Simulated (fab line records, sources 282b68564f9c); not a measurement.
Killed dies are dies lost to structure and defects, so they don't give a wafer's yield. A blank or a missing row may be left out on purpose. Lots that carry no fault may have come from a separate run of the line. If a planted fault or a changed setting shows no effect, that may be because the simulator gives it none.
Which tool was responsible?	flow rit_cmos	45 wafers from 15 lots sampled at 2 of the route's 202 steps

WHAT THE GAUGES READ, wafer by wafer
No reading from a measuring or inspecting step in the record can be judged against a usual standard deviation.

WHICH TOOL RAN EACH LOT (tool, then ch and the chambers of the sampled wafers, then the start)
lot	RIT_SPACER_ETCHBACK_05	RIT_M1_PROBE_99
L920	rie_diel-01 ch 0,2,3, day 3 02:28	-
L921	rie_diel-03 ch 1,3, day 3 13:12	-
L924	rie_diel-03 ch 1,3, day 4 02:08	prober-02, day 4 13:43
L925	rie_diel-02 ch 0,3, day 4 05:42	prober-01, day 4 16:46
L926	rie_diel-03 ch 0,2, day 4 11:11	prober-02, day 4 22:23
L934	rie_diel-03 ch 0,1,2, day 6 02:07	-
L935	rie_diel-01 ch 1,2,3, day 6 04:39	-
L936	rie_diel-03 ch 0,1,2, day 6 07:37	prober-02, day 6 19:02
L937	rie_diel-01 ch 0,1, day 6 16:22	prober-01, day 7 04:01
L938	rie_diel-03 ch 0,1, day 6 22:37	prober-02, day 7 10:16
L939	rie_diel-01 ch 0,1,2, day 7 02:37	-
L940	rie_diel-01 ch 0,2,3, day 7 09:11	-
L941	rie_diel-03 ch 0,1, day 7 13:14	-
L942	rie_diel-02 ch 0,1,2, day 7 17:46	prober-02, day 8 04:49
L943	rie_diel-03 ch 1,2,3, day 7 18:34	-
- RIT_SPACER_ETCHBACK_05: etches Si3N4 in SF6/CHF3, stops on SiO2, target depth 250 nm, time 240 s.
- RIT_M1_PROBE_99

WHAT THE TOOLS THEMSELVES READ (means of the sampled wafers that have a number; where no wafer has one, the mark that the record gives instead)
RIT_SPACER_ETCHBACK_05.
lot	tool	CHF3_flow_sccm (sccm)	SF6_flow_sccm (sccm)	drypump_motor_current_A (A)	oes_product_au (a.u.)	throttle_valve_pct (%)
L920	rie_diel-01	30.01	29.91	6.0	0.842	10.28
L921	rie_diel-03	29.98	29.99	5.5	0.841	10.22
L924	rie_diel-03	-	-	-	-	-
L925	rie_diel-02	-	-	-	-	-
L926	rie_diel-03	-	-	-	-	-
L934	rie_diel-03	29.93	30.02	6.4	0.850	10.21
L935	rie_diel-01	29.94	30.01	5.8	0.842	10.32
L936	rie_diel-03	30.01	29.92	6.4	0.850	10.20
L937	rie_diel-01	30.01	30.02	6.1	0.849	10.03
L938	rie_diel-03	29.97	29.98	6.5	0.850	10.24
L939	rie_diel-01	30.04	30.06	5.9	0.839	10.21
L940	rie_diel-01	30.08	30.00	6.0	0.843	10.28
L941	rie_diel-03	29.95	30.00	6.5	0.841	10.24
L942	rie_diel-02	29.91	30.06	6.0	0.840	10.35
L943	rie_diel-03	29.95	30.04	6.0	0.844	10.19

RIT_M1_PROBE_99.
lot	tool	killed_at_contacts	killed_at_front_end	killed_dies	killed_on_rim	killed_open	killed_short
L924	prober-02	0.0	264	264	70.0	2.7	4.0
L925	prober-01	0.0	264	264	70.0	5.3	2.3
L926	prober-02	0.0	264	264	70.0	6.0	4.7
L936	prober-02	0.3	10	11	3.3	4.3	6.3
L937	prober-01	0.0	7	7	2.0	2.3	4.3
L938	prober-02	0.0	10	10	2.3	5.7	4.0
L942	prober-02	0.0	5	5	2.0	2.3	3.0

THE ANSWER, worked out from the rows above alone
Rule: what is usual is taken from the lots themselves. The widest of any qualifying gaps counts: lots, ordered by their means at a reading, are off when they make up no more than a third of the lots, leave a main group of 4 or more, and stand apart from it by 3 or more times the standard deviation of that group's means. A main group is skipped when, at the precision printed for the reading in the tables above, its means are all equal. Also off: a lot with no number at a reading for which 4 or more lots have one. Any other lot the step has rows for is counted as sound. After the gauges, taken in route order, come the tools' own readings; for these a lot's mean is taken, as printed above. The first step at which some lot is off is used, and at that step the reading that is off furthest; a lot without a number counts as furthest.
Off: L924, L925, L926, at RIT_SPACER_ETCHBACK_05 (CHF3_flow_sccm). Without a number there: L924, L925, L926. For the main group the mean is 29.98 sccm and the standard deviation 0.048.
A tool fits if, at that step or a process step before it, it ran every lot that is off, and no sound lot after the first of them. None of those tried fits.

WHAT THE SIMULATOR HAD PUT IN
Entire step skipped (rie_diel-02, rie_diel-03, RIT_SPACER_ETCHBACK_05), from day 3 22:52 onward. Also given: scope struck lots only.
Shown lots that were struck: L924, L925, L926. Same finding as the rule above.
